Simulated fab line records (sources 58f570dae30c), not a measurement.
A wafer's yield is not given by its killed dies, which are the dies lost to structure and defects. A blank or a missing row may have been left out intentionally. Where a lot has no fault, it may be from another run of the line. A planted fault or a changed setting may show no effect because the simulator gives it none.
The tool behind it: which one?	flow berkeley-cmos170	Sampling: 7 lots, 21 wafers, 3 of 331 route steps

== WHAT EACH GAUGE READ, for each wafer ==
UCB170_ACTIVE_OVL_MEAS_14.
lot	measured	on	ACTIVE_OVL (nm)
L565	day 5 01:14	overlay-01	-2 -3 -4
L568	day 5 07:08	overlay-02	6 6 9
L571	day 6 04:10	overlay-02	0 -3 2
L573	day 6 13:31	overlay-01	6 6 4
L578	day 8 01:54	overlay-02	-2 3 1
L582	day 9 04:25	overlay-01	0 5 1
L584	day 9 12:53	overlay-01	2 4 -4

== TOOL THAT RAN EACH LOT (tool first, then ch and the chambers of the sampled wafers, then the start) ==
lot	UCB170_PWELL_ETCH_14	UCB170_PWELL_STRIP_16
L565	rie-diel-02 ch 1,2,3, day 3 23:23	plasma-asher-02 ch 0,1, day 3 23:38
L568	rie-diel-02 ch 1,2,3, day 4 04:58	plasma-asher-02 ch 0,1, day 4 05:13
L571	rie-diel-01 ch 0,2,3, day 5 00:08	plasma-asher-03 ch 0,1, day 5 00:23
L573	rie-diel-04 ch 0,2,3, day 5 10:19	plasma-asher-02 ch 0,1, day 5 10:34
L578	rie-diel-04 ch 0,1,2, day 6 16:02	plasma-asher-02 ch 0,1, day 6 16:17
L582	rie-diel-02 ch 0,3, day 7 18:59	plasma-asher-02 ch 0,1, day 7 19:16
L584	rie-diel-01 ch 1,2,3, day 8 07:34	plasma-asher-03 ch 0,1, day 8 07:49
- UCB170_PWELL_ETCH_14: etches Si3N4 in CH3F/Ar/O2, stops on SiO2, target depth 242 nm, time 151 s.
- UCB170_PWELL_STRIP_16: strips in O2.

== THE ANSWER, worked out from the rows above alone ==
Rule: what is usual is taken from the lots themselves. Put in order of their means at a reading, lots are off if they are a third of the lots or fewer, leave a main group of 4 or more, and stand apart from it by a gap of 3 or more times the standard deviation of the main group's means; of several such gaps the widest counts. A main group is skipped when, at the precision printed for the reading in the tables above, its means are all equal. Also off: a lot with no number at a reading for which 4 or more lots have one. All remaining lots with rows at the step are treated as sound.
No lot is off on any of the readings shown, so nothing can be concluded from this.

== WHAT THE SIMULATOR PUT IN ==
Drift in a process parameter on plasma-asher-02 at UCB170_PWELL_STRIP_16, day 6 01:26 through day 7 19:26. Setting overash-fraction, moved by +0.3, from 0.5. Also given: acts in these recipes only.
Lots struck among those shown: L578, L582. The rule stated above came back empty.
